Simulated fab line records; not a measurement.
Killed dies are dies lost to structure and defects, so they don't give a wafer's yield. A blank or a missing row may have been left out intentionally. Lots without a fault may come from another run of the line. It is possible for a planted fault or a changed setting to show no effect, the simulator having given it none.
Shared-tool check :: flow ritCmos :: Sample size 14 lots and 42 wafers

## WHAT PROMPTED THE OPENING
At RIT_GATE_THK_MEAS_07 the reading GATE_OXIDE_THK is flagged on 2 of 14 lots. Wafers without a fault read 3.04 nm, standard deviation 0.063.
Rule: a lot is flagged when every wafer of it that has a number lies more than 4 standard deviations from that mean, or none has a number. The rest of the lots are taken to be sound.

lot: L206
measured: day 3 04:01
on: filmMetro-01
GATE_OXIDE_THK (nm), wafer by wafer: 3.03 3.06 2.95
flag: 

lot: L207
measured: day 3 10:20
on: filmMetro-03
GATE_OXIDE_THK (nm), wafer by wafer: 3.07 3.00 3.00
flag: 

lot: L208
measured: day 3 16:33
on: filmMetro-01
GATE_OXIDE_THK (nm), wafer by wafer: 3.06 2.99 3.04
flag: 

lot: L211
measured: day 3 21:02
on: filmMetro-02
GATE_OXIDE_THK (nm), wafer by wafer: 3.02 2.97 3.05
flag: 

lot: L212
measured: day 4 05:24
on: filmMetro-02
GATE_OXIDE_THK (nm), wafer by wafer: 2.96 3.05 3.09
flag: 

lot: L213
measured: day 4 05:25
on: filmMetro-03
GATE_OXIDE_THK (nm), wafer by wafer: 3.07 3.03 3.05
flag: 

lot: L217
measured: day 4 22:51
on: filmMetro-01
GATE_OXIDE_THK (nm), wafer by wafer: 3.06 3.01 3.05
flag: 

lot: L218
measured: day 5 04:11
on: filmMetro-01
GATE_OXIDE_THK (nm), wafer by wafer: 2.89 3.03 2.95
flag: 

lot: L220
measured: day 5 14:52
on: filmMetro-02
GATE_OXIDE_THK (nm), wafer by wafer: 4.98 4.98 4.95
flag: FLAGGED

lot: L221
measured: day 5 18:20
on: filmMetro-01
GATE_OXIDE_THK (nm), wafer by wafer: 4.94 4.90 4.95
flag: FLAGGED

lot: L225
measured: day 6 15:05
on: filmMetro-02
GATE_OXIDE_THK (nm), wafer by wafer: 2.96 2.99 2.94
flag: 

lot: L226
measured: day 6 15:20
on: filmMetro-01
GATE_OXIDE_THK (nm), wafer by wafer: 3.02 3.09 3.02
flag: 

lot: L227
measured: day 7 05:37
on: filmMetro-02
GATE_OXIDE_THK (nm), wafer by wafer: 3.16 3.09 3.13
flag: 

lot: L229
measured: day 7 09:23
on: filmMetro-03
GATE_OXIDE_THK (nm), wafer by wafer: 3.11 3.07 3.08
flag: 
The mean of the flagged lots' numbers is 4.95 nm, +1.91 nm from the usual (+30 standard deviations).

## TOOL THAT RAN EACH LOT
The record holds 2 process steps before the reading, out of a route of 202 steps. Every cell lists first the tool, next ch and the chambers used by the sampled wafers, and last the start.
lot: L206
flag: 
RIT_ACTIVE_STRIP_14: plasmaAsher-04 ch 0,1, day 1 18:32
RIT_GATE_OXIDATION_05: furnace-01 ch 0, day 3 01:22

lot: L207
flag: 
RIT_ACTIVE_STRIP_14: plasmaAsher-03 ch 0,1, day 2 00:07
RIT_GATE_OXIDATION_05: furnace-01 ch 0, day 3 06:33

lot: L208
flag: 
RIT_ACTIVE_STRIP_14: plasmaAsher-02 ch 0,1, day 2 06:20
RIT_GATE_OXIDATION_05: furnace-01 ch 0, day 3 12:43

lot: L211
flag: 
RIT_ACTIVE_STRIP_14: plasmaAsher-04 ch 0,1, day 2 19:23
RIT_GATE_OXIDATION_05: furnace-03 ch 0, day 3 19:43

lot: L212
flag: 
RIT_ACTIVE_STRIP_14: plasmaAsher-02 ch 0,1, day 3 03:49
RIT_GATE_OXIDATION_05: furnace-03 ch 0, day 4 01:31

lot: L213
flag: 
RIT_ACTIVE_STRIP_14: plasmaAsher-03 ch 0,1, day 3 03:43
RIT_GATE_OXIDATION_05: furnace-03 ch 0, day 4 01:31

lot: L217
flag: 
RIT_ACTIVE_STRIP_14: plasmaAsher-03 ch 0,1, day 3 23:12
RIT_GATE_OXIDATION_05: furnace-04 ch 0, day 4 21:29

lot: L218
flag: 
RIT_ACTIVE_STRIP_14: plasmaAsher-02 ch 0,1, day 4 04:26
RIT_GATE_OXIDATION_05: furnace-01 ch 0, day 5 02:05

lot: L220
flag: FLAGGED
RIT_ACTIVE_STRIP_14: plasmaAsher-04 ch 0,1, day 4 13:56
RIT_GATE_OXIDATION_05: furnace-03 ch 0, day 5 12:23

lot: L221
flag: FLAGGED
RIT_ACTIVE_STRIP_14: plasmaAsher-03 ch 0,1, day 4 18:43
RIT_GATE_OXIDATION_05: furnace-03 ch 0, day 5 16:01

lot: L225
flag: 
RIT_ACTIVE_STRIP_14: plasmaAsher-02 ch 0,1, day 5 15:11
RIT_GATE_OXIDATION_05: furnace-04 ch 0, day 6 13:44

lot: L226
flag: 
RIT_ACTIVE_STRIP_14: plasmaAsher-04 ch 0,1, day 5 19:45
RIT_GATE_OXIDATION_05: furnace-01 ch 0, day 6 13:57

lot: L227
flag: 
RIT_ACTIVE_STRIP_14: plasmaAsher-02 ch 0, day 6 00:27
RIT_GATE_OXIDATION_05: furnace-01 ch 0, day 7 03:21

lot: L229
flag: 
RIT_ACTIVE_STRIP_14: plasmaAsher-04 ch 0,1, day 6 12:44
RIT_GATE_OXIDATION_05: furnace-01 ch 0, day 7 07:34
What is done by these steps:
- RIT_ACTIVE_STRIP_14: strips in O2, time 180 s.
- RIT_GATE_OXIDATION_05: target thk 3 nm, ox time 270 s.
- RIT_GATE_THK_MEAS_07

## FLAGGED AGAINST TOTAL, ONE TOOL AT A TIME (gauges that did the reading follow at the end)
step: RIT_ACTIVE_STRIP_14
tool: plasmaAsher-02
lots run: 5
flagged: 0
share of the flagged lots: none
sound lots run after its first flagged lot: -

step: RIT_ACTIVE_STRIP_14
tool: plasmaAsher-03
lots run: 4
flagged: 1
share of the flagged lots: some
sound lots run after its first flagged lot: 0

step: RIT_ACTIVE_STRIP_14
tool: plasmaAsher-04
lots run: 5
flagged: 1
share of the flagged lots: some
sound lots run after its first flagged lot: 2 (L226,L229)

step: RIT_GATE_OXIDATION_05
tool: furnace-01
lots run: 7
flagged: 0
share of the flagged lots: none
sound lots run after its first flagged lot: -

step: RIT_GATE_OXIDATION_05
tool: furnace-03
lots run: 5
flagged: 2
share of the flagged lots: all
sound lots run after its first flagged lot: 0

step: RIT_GATE_OXIDATION_05
tool: furnace-04
lots run: 2
flagged: 0
share of the flagged lots: none
sound lots run after its first flagged lot: -

step: RIT_GATE_THK_MEAS_07
tool: filmMetro-01
lots run: 6
flagged: 1
share of the flagged lots: some
sound lots run after its first flagged lot: 1 (L226)

step: RIT_GATE_THK_MEAS_07
tool: filmMetro-02
lots run: 5
flagged: 1
share of the flagged lots: some
sound lots run after its first flagged lot: 2 (L225,L227)

step: RIT_GATE_THK_MEAS_07
tool: filmMetro-03
lots run: 3
flagged: 0
share of the flagged lots: none
sound lots run after its first flagged lot: -

## WHAT THE TABLE ALLOWS
In the table, 1 row covers all flagged lots: furnace-03 at RIT_GATE_OXIDATION_05.
- furnace-03 at RIT_GATE_OXIDATION_05 ran 5 lots, 2 of them flagged. A fault beginning between L212 (day 4 01:31), its last sound lot, and L220 (day 5 12:23), its first flagged one, fits the data.
Left over: one tool, furnace-03 at RIT_GATE_OXIDATION_05.

## WHAT THE SIMULATOR HAD INSERTED
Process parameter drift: furnace-03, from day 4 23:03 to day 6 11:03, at RIT_GATE_OXIDATION_05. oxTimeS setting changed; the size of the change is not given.
Lots struck among those shown: L220, L221. Same finding as the rule above.
